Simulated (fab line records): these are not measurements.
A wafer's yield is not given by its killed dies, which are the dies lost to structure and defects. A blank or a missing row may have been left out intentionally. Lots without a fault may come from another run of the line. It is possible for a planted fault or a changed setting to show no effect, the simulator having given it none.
2 desks looking at one fault || flow berkeley cmos170 || what lay behind the numbers comes last; until then each desk has only its own

## METROLOGY DESK
Means of the sampled wafers that have a number, per lot and without regard to the tool the lot ran on: this is what the gauges read. If a lot's mean is further than 4 standard deviations from the usual mean, the lot is out of limits and carries the mark OUT (the distance appears in the brackets).
Columns: A = cd nm at UCB170_CONTACT_CD_MEAS_15, usual 700.1 nm; B = M1_OVL at UCB170_M1_OVL_MEAS_10, usual -2 nm
{"lot": "L605", "first seen here": "day 7 22:00", "A": 701.3, "B": 1}
{"lot": "L604", "first seen here": "day 7 23:33", "A": 699.0, "B": 5}
{"lot": "L607", "first seen here": "day 8 06:51", "A": 700.5, "B": 0}
{"lot": "L608", "first seen here": "day 8 13:19", "A": 700.0, "B": -8}
{"lot": "L611", "first seen here": "day 8 17:17", "A": 700.8, "B": 4}
{"lot": "L609", "first seen here": "day 8 17:32", "A": 699.6, "B": -4}
{"lot": "L610", "first seen here": "day 9 05:12", "A": 702.4, "B": -3}
{"lot": "L612", "first seen here": "day 9 12:56", "A": 701.2, "B": -9}
{"lot": "L613", "first seen here": "day 9 13:11", "A": 701.0, "B": -0}
{"lot": "L614", "first seen here": "day 9 16:43", "A": 701.6, "B": -3}
{"lot": "L619", "first seen here": "day 10 07:47", "A": 698.0, "B": -2}
{"lot": "L618", "first seen here": "day 10 08:01", "A": 704.8, "B": 2}
{"lot": "L615", "first seen here": "day 10 12:35", "A": 703.3, "B": -14}
{"lot": "L623", "first seen here": "day 11 16:35", "A": 698.4, "B": -1}
Finding of this desk: none of the 14 lots has anything out of limits.

## AT THE TOOL OWNER'S DESK: krf scanner-02
The tool's own readings at UCB170_CONTACT_EXPOSE_12 (exposes mask CONT, target cd 700 nm): means of the sampled wafers that have a number, for each lot that ran on this tool. If a lot's mean is further than 4 standard deviations from the usual mean, the lot is out of limits and carries the mark OUT (the distance appears in the brackets).
Columns: A = exposure dose mJ cm2 at UCB170_CONTACT_EXPOSE_12, usual 35.00; B = reticle temp C at UCB170_CONTACT_EXPOSE_12, usual 23.02 C
{"lot": "L607", "first seen here": "day 8 06:28", "A": 35.02, "B": 22.91}
{"lot": "L609", "first seen here": "day 8 15:45", "A": 35.00, "B": 22.94}
{"lot": "L612", "first seen here": "day 9 12:16", "A": 34.96, "B": 23.06}
{"lot": "L614", "first seen here": "day 9 16:19", "A": 35.02, "B": 23.09}
{"lot": "L618", "first seen here": "day 10 07:37", "A": "34.72 (-8.6) OUT", "B": 23.10}
{"lot": "L615", "first seen here": "day 10 11:49", "A": "34.56 (-14) OUT", "B": 22.98}
This desk's verdict: out of limits on L615, L618, starting with L618 at day 10 07:37 (exposure dose mJ cm2 at UCB170_CONTACT_EXPOSE_12). L607, L609, L612, L614: within limits.

## BROUGHT TOGETHER
At day 10 07:37, on L615, L618, the tool owner's desk was in a position to raise an alarm.
Metrology desk: nothing out of limits seen.
The metrology desk has L615, L618 on record, within its limits.
Every lot named ran UCB170_CONTACT_EXPOSE_12 on krf scanner-02.

## WHAT HAD BEEN PUT IN BY THE SIMULATOR
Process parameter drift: krf scanner-02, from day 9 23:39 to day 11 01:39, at UCB170_CONTACT_EXPOSE_12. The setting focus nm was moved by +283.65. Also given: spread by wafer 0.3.
Shown lots that were struck: L615, L618.
Time in hours from fault onset to the first out-of-limits reading at each desk: the tool owner's desk, 8.
